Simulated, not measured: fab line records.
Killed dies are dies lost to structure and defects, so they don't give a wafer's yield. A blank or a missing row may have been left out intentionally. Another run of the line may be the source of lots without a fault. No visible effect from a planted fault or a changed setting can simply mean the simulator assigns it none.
The tool behind it: which one? || flow rit-cmos || 14 lots with 42 wafers sampled at 2 steps, on a route of 202 steps

== WHAT EACH GAUGE READ, for each wafer ==
RIT_GATE_CD_MEAS_90: the cd target is 150 nm.
{"lot": "L266", "measured": "day 2 22:25", "on": "cd-sem-02", "cd-nm (nm)": "149.1 148.0 150.0"}
{"lot": "L267", "measured": "day 3 01:46", "on": "cd-sem-01", "cd-nm (nm)": "153.5 154.3 152.2"}
{"lot": "L268", "measured": "day 3 10:56", "on": "cd-sem-02", "cd-nm (nm)": "151.9 154.3 153.5"}
{"lot": "L269", "measured": "day 3 15:21", "on": "cd-sem-01", "cd-nm (nm)": "148.5 147.3 147.3"}
{"lot": "L272", "measured": "day 4 08:43", "on": "cd-sem-01", "cd-nm (nm)": "- - -"}
{"lot": "L273", "measured": "day 4 11:23", "on": "cd-sem-02", "cd-nm (nm)": "- - -"}
{"lot": "L280", "measured": "day 5 20:06", "on": "cd-sem-02", "cd-nm (nm)": "149.1 149.6 150.5"}
{"lot": "L282", "measured": "day 6 05:56", "on": "cd-sem-01", "cd-nm (nm)": "147.9 147.8 148.2"}
{"lot": "L283", "measured": "day 6 07:35", "on": "cd-sem-02", "cd-nm (nm)": "153.6 152.2 152.4"}
{"lot": "L284", "measured": "day 6 18:29", "on": "cd-sem-02", "cd-nm (nm)": "152.0 150.8 152.4"}
{"lot": "L285", "measured": "day 6 21:39", "on": "cd-sem-01", "cd-nm (nm)": "144.3 145.0 144.3"}
{"lot": "L286", "measured": "day 7 00:07", "on": "cd-sem-01", "cd-nm (nm)": "154.1 150.9 151.6"}
{"lot": "L287", "measured": "day 7 04:22", "on": "cd-sem-02", "cd-nm (nm)": "149.2 148.3 149.4"}
{"lot": "L288", "measured": "day 7 12:38", "on": "cd-sem-01", "cd-nm (nm)": "150.8 152.0 150.8"}

== TOOL THAT RAN EACH LOT (tool first, then ch and the chambers of the sampled wafers, then the start) ==
{"lot": "L266", "RIT_GATE_ETCH_19": "rie-si-02 ch 0,3, day 2 22:07"}
{"lot": "L267", "RIT_GATE_ETCH_19": "rie-si-01 ch 0,1, day 3 01:28"}
{"lot": "L268", "RIT_GATE_ETCH_19": "rie-si-02 ch 0,2,3, day 3 10:38"}
{"lot": "L269", "RIT_GATE_ETCH_19": "rie-si-01 ch 0,1,3, day 3 15:01"}
{"lot": "L272", "RIT_GATE_ETCH_19": "rie-si-02 ch 0,2, day 4 08:26"}
{"lot": "L273", "RIT_GATE_ETCH_19": "rie-si-01 ch 1,3, day 4 11:07"}
{"lot": "L280", "RIT_GATE_ETCH_19": "rie-si-02 ch 1,2,3, day 5 19:46"}
{"lot": "L282", "RIT_GATE_ETCH_19": "rie-si-02 ch 1,2,3, day 6 05:38"}
{"lot": "L283", "RIT_GATE_ETCH_19": "rie-si-01 ch 0,1, day 6 07:18"}
{"lot": "L284", "RIT_GATE_ETCH_19": "rie-si-02 ch 0,2, day 6 18:12"}
{"lot": "L285", "RIT_GATE_ETCH_19": "rie-si-01 ch 0,2,3, day 6 21:22"}
{"lot": "L286", "RIT_GATE_ETCH_19": "rie-si-02 ch 0,1,2, day 6 23:48"}
{"lot": "L287", "RIT_GATE_ETCH_19": "rie-si-01 ch 1,2,3, day 7 04:04"}
{"lot": "L288", "RIT_GATE_ETCH_19": "rie-si-02 ch 1,2, day 7 12:19"}
- RIT_GATE_ETCH_19: etches poly-Si in SF6/CHF3/O2, stops on SiO2, time 165 s, target depth 312.5 nm.

== AS READ BY THE TOOLS THEMSELVES (means over the sampled wafers that have a number; for cases with no such wafer, the mark the record gives instead) ==
RIT_GATE_ETCH_19.
{"lot": "L266", "tool": "rie-si-02", "CHF3_flow_sccm (sccm)": 29.96, "O2_flow_sccm (sccm)": 4.988, "SF6_flow_sccm (sccm)": 30.09, "drypump-motor-current-A (A)": 5.3, "he-backside-leak-sccm (sccm)": 3.1, "oes-product-au (a.u.)": 0.848, "throttle-valve-pct (%)": 10.41}
{"lot": "L267", "tool": "rie-si-01", "CHF3_flow_sccm (sccm)": 29.95, "O2_flow_sccm (sccm)": 5.011, "SF6_flow_sccm (sccm)": 30.06, "drypump-motor-current-A (A)": 5.6, "he-backside-leak-sccm (sccm)": 2.6, "oes-product-au (a.u.)": 0.856, "throttle-valve-pct (%)": 10.29}
{"lot": "L268", "tool": "rie-si-02", "CHF3_flow_sccm (sccm)": 29.96, "O2_flow_sccm (sccm)": 5.007, "SF6_flow_sccm (sccm)": 30.01, "drypump-motor-current-A (A)": 5.6, "he-backside-leak-sccm (sccm)": 2.7, "oes-product-au (a.u.)": 0.846, "throttle-valve-pct (%)": 10.28}
{"lot": "L269", "tool": "rie-si-01", "CHF3_flow_sccm (sccm)": 29.99, "O2_flow_sccm (sccm)": 4.992, "SF6_flow_sccm (sccm)": 29.98, "drypump-motor-current-A (A)": 5.7, "he-backside-leak-sccm (sccm)": 2.6, "oes-product-au (a.u.)": 0.850, "throttle-valve-pct (%)": 10.30}
{"lot": "L272", "tool": "rie-si-02", "CHF3_flow_sccm (sccm)": "-", "O2_flow_sccm (sccm)": "-", "SF6_flow_sccm (sccm)": "-", "drypump-motor-current-A (A)": "-", "he-backside-leak-sccm (sccm)": "-", "oes-product-au (a.u.)": "-", "throttle-valve-pct (%)": "-"}
{"lot": "L273", "tool": "rie-si-01", "CHF3_flow_sccm (sccm)": "-", "O2_flow_sccm (sccm)": "-", "SF6_flow_sccm (sccm)": "-", "drypump-motor-current-A (A)": "-", "he-backside-leak-sccm (sccm)": "-", "oes-product-au (a.u.)": "-", "throttle-valve-pct (%)": "-"}
{"lot": "L280", "tool": "rie-si-02", "CHF3_flow_sccm (sccm)": 29.95, "O2_flow_sccm (sccm)": 4.998, "SF6_flow_sccm (sccm)": 30.01, "drypump-motor-current-A (A)": 5.7, "he-backside-leak-sccm (sccm)": 2.6, "oes-product-au (a.u.)": 0.849, "throttle-valve-pct (%)": 10.20}
{"lot": "L282", "tool": "rie-si-02", "CHF3_flow_sccm (sccm)": 30.02, "O2_flow_sccm (sccm)": 4.995, "SF6_flow_sccm (sccm)": 30.01, "drypump-motor-current-A (A)": 5.7, "he-backside-leak-sccm (sccm)": 2.5, "oes-product-au (a.u.)": 0.842, "throttle-valve-pct (%)": 10.19}
{"lot": "L283", "tool": "rie-si-01", "CHF3_flow_sccm (sccm)": 29.88, "O2_flow_sccm (sccm)": 5.008, "SF6_flow_sccm (sccm)": 30.06, "drypump-motor-current-A (A)": 5.6, "he-backside-leak-sccm (sccm)": 2.5, "oes-product-au (a.u.)": 0.854, "throttle-valve-pct (%)": 10.30}
{"lot": "L284", "tool": "rie-si-02", "CHF3_flow_sccm (sccm)": 29.99, "O2_flow_sccm (sccm)": 4.995, "SF6_flow_sccm (sccm)": 29.96, "drypump-motor-current-A (A)": 5.8, "he-backside-leak-sccm (sccm)": 3.5, "oes-product-au (a.u.)": 0.848, "throttle-valve-pct (%)": 10.24}
{"lot": "L285", "tool": "rie-si-01", "CHF3_flow_sccm (sccm)": 30.01, "O2_flow_sccm (sccm)": 4.996, "SF6_flow_sccm (sccm)": 30.08, "drypump-motor-current-A (A)": 5.9, "he-backside-leak-sccm (sccm)": 3.0, "oes-product-au (a.u.)": 0.849, "throttle-valve-pct (%)": 10.24}
{"lot": "L286", "tool": "rie-si-02", "CHF3_flow_sccm (sccm)": 30.05, "O2_flow_sccm (sccm)": 4.986, "SF6_flow_sccm (sccm)": 29.93, "drypump-motor-current-A (A)": 5.6, "he-backside-leak-sccm (sccm)": 2.7, "oes-product-au (a.u.)": 0.838, "throttle-valve-pct (%)": 10.28}
{"lot": "L287", "tool": "rie-si-01", "CHF3_flow_sccm (sccm)": 29.96, "O2_flow_sccm (sccm)": 5.003, "SF6_flow_sccm (sccm)": 30.01, "drypump-motor-current-A (A)": 5.7, "he-backside-leak-sccm (sccm)": 2.9, "oes-product-au (a.u.)": 0.842, "throttle-valve-pct (%)": 10.23}
{"lot": "L288", "tool": "rie-si-02", "CHF3_flow_sccm (sccm)": 30.02, "O2_flow_sccm (sccm)": 5.005, "SF6_flow_sccm (sccm)": 30.07, "drypump-motor-current-A (A)": 5.8, "he-backside-leak-sccm (sccm)": 2.7, "oes-product-au (a.u.)": 0.845, "throttle-valve-pct (%)": 10.18}

== THE ANSWER, worked out from the rows above alone ==
Rule: usual is defined by the lots themselves. Put in order of their means at a reading, lots are off if they are a third of the lots or fewer, leave a main group of 4 or more, and stand apart from it by a gap of 3 or more times the standard deviation of the main group's means; of several such gaps the widest counts. A main group whose means are all the same, to the digits that the tables above print for the reading, isn't used. A lot without any number at a reading at which 4 lots or more have one is off too. All remaining lots with rows at the step are treated as sound. After the gauges, taken in route order, come the tools' own readings; for these a lot's mean is taken, as printed above. At the first step where some lot is off, the reading lying furthest off is the one used; lots without a number count as furthest.
Off at RIT_GATE_CD_MEAS_90 (cd-nm): L272, L273. Without a number there: L272, L273. The main group has a mean of 150.2 nm with a standard deviation of 2.6.
A tool fits if, at a process step before that reading, it ran every lot that is off, and no sound lot after the first of them. Not tried: the gauges at RIT_GATE_CD_MEAS_90; whatever is off there is also off at RIT_GATE_ETCH_19, on other tools, and gauge error can't account for it. No candidate that was tried fits.

== WHAT THE SIMULATOR HAD INSERTED ==
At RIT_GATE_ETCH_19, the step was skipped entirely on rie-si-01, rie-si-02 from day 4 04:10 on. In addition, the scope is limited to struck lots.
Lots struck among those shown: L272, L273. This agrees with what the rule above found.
